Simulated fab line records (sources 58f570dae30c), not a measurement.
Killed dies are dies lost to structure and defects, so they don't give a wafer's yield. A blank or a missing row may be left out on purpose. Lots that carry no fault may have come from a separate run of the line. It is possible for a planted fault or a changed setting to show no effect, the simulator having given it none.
fab line records    flow berkeley-cmos170
record: lots: 6  wafers: 18  last-day: 12
route steps=331 shown NWELL@32 PWELL@34
lots with no fault: from the same line, run without faults
start-h: start of the lot's first displayed wafer, in hours after the record's first day    wait-h: hours elapsed since this lot's preceding step    " same as the row above    L1.1+2: a single row standing in for several wafers    - no value present, or no start provided    * or withheld: withheld    < > ~ a bound
route shown NAME@n: names a module that has steps shown in the file, with the first one's number in the route    usual: mean/standard deviation taken from wafers without a fault    same: alike in all rows    chamber/n: place in a boat    sites: per-site readings    _std_site: how widely they spread, as a standard deviation    _edge_site: inner sites' mean taken away from outer sites' mean    radius-mm: for every site, how far away it sits from the centre of the wafer    mask NAME#n: copy n    behind: tool/chamber where the wafer was last shaped    hold: what put the lot on hold/how long, in hours/how the hold closed    device: the n, p or np transistor that did not switch    end of line: at the end of the route, the tests of the same wafers    a step without rows: its recipe alone    killed: the dies lost at the first sort to structure and to defects; this is not the yield of the wafer    map: a wafer's dies, marking killed ones x, the rest . and places with no die _
set.NAME: setting as actually run; set.NAME@STEP: the setting as run at that earlier step    model.NAME: the simulator's own value behind a step, which no gauge read
a table for each step, a row for each wafer; lots at some steps of the route
services: from which hour (start-h, from the record's first day; less than 0 if before it) a tool's chamber was out of use, for how many hours, and why
== steps ==
step: UCB170_NWELL_WET_ETCH_18
recipe: chemistry: H3PO4  target: Si3N4  temp-c: 160  time-s: 14400
step: UCB170_NWELL_WET_ETCH_19
recipe: chemistry: BOE  dilution: 5:1  target: SiO2  temp-c: 25  time-s: 22
step: UCB170_PWELL_CLEAN_00
recipe: chemistry: SPM  temp-c: 120  time-s: 600
step: UCB170_PWELL_CLEAN_01
recipe: chemistry: dHF  dilution: 25:1  time-s: 60
step: UCB170_PWELL_OXIDATION_02
recipe: temp-c: 1000  ambient: O2  target-thk-a: 264  ox-time-s: 1260
step: UCB170_PWELL_THK_MEAS_03
recipe: reads: SiO2_of_PWELL_OXIDATION_02
usual: PWELL_OXIDE_THK: 26.5/0.53
lot.wafer  tool           chamber  start-h  wait-h  PWELL_OXIDE_THK[nm]
L738.2     film-metro-02  -        70.68    0.0     25.9
L738.3     "              -        "        "       26.5
L738.4     "              -        "        "       26.7
L741.1     film-metro-02  -        87.74    0.0     27.5
L741.2     "              -        "        "       27.0
L741.3     "              -        "        "       26.8
L750.1     film-metro-03  -        122.55   0.0     26.0
L750.3     "              -        "        "       26.3
L750.6     "              -        "        "       26.1
L748.4     film-metro-03  -        122.64   0.1     27.7
L748.5     "              -        "        "       26.9
L748.6     "              -        "        "       27.4
L754.2     film-metro-02  -        152.46   0.0     26.5
L754.3     "              -        "        "       27.0
L754.6     "              -        "        "       26.7
L756.1     film-metro-04  -        157.08   0.0     26.1
L756.2     "              -        "        "       26.4
L756.3     "              -        "        "       26.3
step: UCB170_PWELL_ANNEAL_04
recipe: temp-c: 1000  time-s: 919.5  ambient: N2
step: UCB170_PWELL_CVD_05
recipe: material: Si3N4  target-thk-nm: 220  temp-c: 800  precursor: SiH2Cl2/NH3  time-s: 3300  pressure-mtorr: 200  sih2cl2-flow-sccm: 25  nh3-flow-sccm: 75
step: UCB170_PWELL_THK_MEAS_06
recipe: reads: Si3N4_of_PWELL_CVD_05
usual: PWELL_NITRIDE_THK: 221.0/2.5
lot.wafer  tool           chamber  start-h  wait-h  PWELL_NITRIDE_THK[nm]
L738.2     film-metro-02  -        76.15    0.0     220.7
L738.3     "              -        "        "       222.0
L738.4     "              -        "        "       222.0
L741.1     film-metro-03  -        95.92    0.0     221.0
L741.2     "              -        "        "       222.6
L741.3     "              -        "        "       221.2
L750.1     film-metro-02  -        129.05   0.0     223.7
L750.3     "              -        "        "       223.0
L750.6     "              -        "        "       224.8
L748.4     film-metro-04  -        129.08   0.0     222.5
L748.5     "              -        "        "       220.5
L748.6     "              -        "        "       223.7
L754.2     film-metro-02  -        159.73   0.0     221.2
L754.3     "              -        "        "       221.5
L754.6     "              -        "        "       219.8
L756.1     film-metro-04  -        164.14   0.0     223.1
L756.2     "              -        "        "       223.0
L756.3     "              -        "        "       223.1
step: UCB170_PWELL_HMDS_07
recipe: prime-time-s: 60  prime-temp-c: 100
step: UCB170_PWELL_COAT_08
recipe: resist: KrF  spin-rpm: 1500  resist-thk-nm: 900
step: UCB170_PWELL_SOFTBAKE_09
recipe: resist: KrF  temp-c: 130  time-s: 60
step: UCB170_PWELL_EXPOSE_10
recipe: mask-id: PWELL  target-cd-nm: 3000  na: 0.5  sigma-outer: 0.6  source-shape: conventional  dose-mj: 19
usual: exposure-dose-mJ-cm2: 18.996/0.017  focus-offset-nm: 0.0/0.51
lot.wafer  tool            chamber  start-h  wait-h  mask     exposure-dose-mJ-cm2  focus-offset-nm
L738.2     krf-scanner-02  0        76.87    0.3     PWELL#0  18.997                0.4
L738.3     "               0        "        "       PWELL#0  18.991                0.9
L738.4     "               0        "        "       PWELL#0  19.012                0.1
L741.1     krf-scanner-02  0        97.06    0.2     PWELL#0  19.011                1.3
L741.2     "               0        "        "       PWELL#0  19.014                0.6
L741.3     "               0        "        "       PWELL#0  19.011                0.5
L750.1     krf-scanner-02  -        129.99   0.1     PWELL#0  -                     -
L750.3     "               -        "        "       PWELL#0  -                     -
L750.6     "               -        "        "       PWELL#0  -                     -
L748.4     krf-scanner-01  -        130.43   0.2     PWELL#0  -                     -
L748.5     "               -        "        "       PWELL#0  -                     -
L748.6     "               -        "        "       PWELL#0  -                     -
L754.2     krf-scanner-02  0        160.30   0.1     PWELL#0  19.031                0.5
L754.3     "               0        "        "       PWELL#0  18.995                0.0
L754.6     "               0        "        "       PWELL#0  19.013                -0.1
L756.1     krf-scanner-02  0        165.29   0.1     PWELL#0  18.988                0.2
L756.2     "               0        "        "       PWELL#0  19.002                0.4
L756.3     "               0        "        "       PWELL#0  18.988                0.4
step: UCB170_PWELL_PEB_11
recipe: peb-temp-c: 130  peb-time-s: withheld  resist: KrF
== services ==
tool            chamber  start-h  hours  kind
krf-scanner-02  -        53.60    4.8    repair
krf-scanner-02  -        59.83    2.3    repair
krf-scanner-01  -        104.63   1.4    repair
krf-scanner-01  -        112.65   1.0    pm
krf-scanner-02  -        115.36   -      calibration
krf-scanner-02  -        121.47   1.3    pm
krf-scanner-01  0        124.61   -      calibration
krf-scanner-01  -        132.57   0.8    pm
krf-scanner-01  -        149.13   1.3    pm
krf-scanner-02  -        154.60   1.0    pm
krf-scanner-02  0        160.73   -      calibration
== key ==
first-sign: step: UCB170_PWELL_EXPOSE_10  reading: tool-record  direction: missing
effect none on later readings
met-at UCB170_PWELL_EXPOSE_10
struck-wafers L748.4,L748.5,L748.6,L750.1,L750.3,L750.6
rows-end L748.4,L748.5,L748.6,L750.1,L750.3,L750.6
onset-between 97.06 129.99
fault: kind: skipped-step-whole  tool: krf-scanner-01,krf-scanner-02  chamber: -  onset-h: 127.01  steps: UCB170_PWELL_EXPOSE_10  scope: struck-lots-only
rows-end: these wafers met a further fault down the route, and their rows from its step on are left out
